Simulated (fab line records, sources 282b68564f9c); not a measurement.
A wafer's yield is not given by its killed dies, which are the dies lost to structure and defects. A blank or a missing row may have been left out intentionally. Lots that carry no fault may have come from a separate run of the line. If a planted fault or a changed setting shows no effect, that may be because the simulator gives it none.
A struck lot beside a sound one	flow rit-cmos	18 out of 202 route steps
Sound: these wafers, L531.1, L531.4, L531.5. Wafers L537.2, L537.3, L537.5 were the ones struck. The cause is named last.
Each step with rows lists, per side, the tool, then ch with its chambers, then its first start. Under that, the readings that differ: sound wafers	struck wafers	difference of the means	sigmas: that difference in standard deviations of wafers without a fault.
alike: a reading whose means differ by less than 2 such deviations, as well as words and numbers matching on both sides. not compared: withheld readings; readings where some wafer has no value; bounds like >300 that might hide an equal value; numbers whose values overlap and for which the record gives no deviation.
Wherever a step has rows on one side only, a row that says differs or no value, or a row with sigmas, the two part there. When numbers do not overlap yet have no deviation, they are printed without sigmas and do not part them. A reading missing from all wafers of one side parts the sides only when that side holds two or more wafers.

first, 4 steps without rows for these wafers: RIT_PSD_SOFTBAKE_02 (time 60 s); RIT_PSD_EXPOSE_03 (exposes mask M10, target cd 40900 nm); RIT_PSD_PEB_04; RIT_PSD_DEVELOP_05 (develop time 50 s).
RIT_PSD_OVL_MEAS_06:
  sound: overlay-02 at day 4 11:18; struck: overlay-02 at day 5 18:05
  alike: PSD_OVL
then, 2 steps without rows for these wafers: RIT_PSD_HARDBAKE_07 (time 60 s); RIT_PSD_IMPLANT_08.
RIT_PSD_STRIP_09: strips in O2, time 180 s.
  sound on plasma-asher-03 ch 1, day 4 11:38; struck on plasma-asher-04 ch 0, day 5 18:35
  alike: drypump-motor-current-A, rf-refl-power-W
  not compared: rf-hours-counter-h
RIT_PSD_TW_MEAS_10:
  sound: film-metro-03 at day 4 11:49; struck: film-metro-03 at day 5 18:47
  alike: PSD_TW
then, 3 steps without rows for these wafers: RIT_SDANNEAL_CLEAN_00 (cleans in SC1, time 600 s); RIT_SDANNEAL_CLEAN_01 (cleans in dHF, time 30 s); RIT_SDANNEAL_CLEAN_02 (cleans in SC2, time 600 s).
RIT_SDANNEAL_RTA_03: time 5 s.
  sound on rtp-anneal-01 ch 0, day 4 12:14; struck on rtp-anneal-01 ch 0, day 5 19:17
  alike: chamber-o2-ppm, wafer_temp_C_max
RIT_SDANNEAL_RS_MEAS_04: the measuring method here is four-point-probe.
  sound: film-metro-02 at day 4 12:18; struck: film-metro-02 at day 5 19:21
reading	sound	struck	difference	sigmas
PSD_RS (ohm/sq)	114.8 115.2 115.0	95.2 95.2 95.2	-19.8	-64
RIT_SDANNEAL_RS_MEAS_05: the measuring method here is four-point-probe.
  sound: film-metro-02 at day 4 12:25; struck: film-metro-02 at day 5 19:28
reading	sound	struck	difference	sigmas
NSD_RS (ohm/sq)	84.75 84.61 84.59	83.50 83.15 83.15	-1.38	-5
RIT_SDANNEAL_RS_MEAS_06: the measuring method here is four-point-probe.
  sound: film-metro-02 at day 4 12:32; struck: film-metro-02 at day 5 19:35
reading	sound	struck	difference	sigmas
PLDD_RS (ohm/sq)	178.7 178.8 178.9	162.3 162.0 162.3	-16.6	-33
RIT_SDANNEAL_RS_MEAS_07: the measuring method here is four-point-probe.
  sound: film-metro-02 at day 4 12:40; struck: film-metro-02 at day 5 19:43
  alike: NLDD_RS
RIT_M1_PROBE_99:
  only the struck wafers here have rows in the record (prober-02, day 6 05:40); the sound ones have none

WHERE THEY PART
Last at RIT_M1_PROBE_99 as far as this record goes, first at RIT_SDANNEAL_RS_MEAS_04.

WHY: what the simulator had put in
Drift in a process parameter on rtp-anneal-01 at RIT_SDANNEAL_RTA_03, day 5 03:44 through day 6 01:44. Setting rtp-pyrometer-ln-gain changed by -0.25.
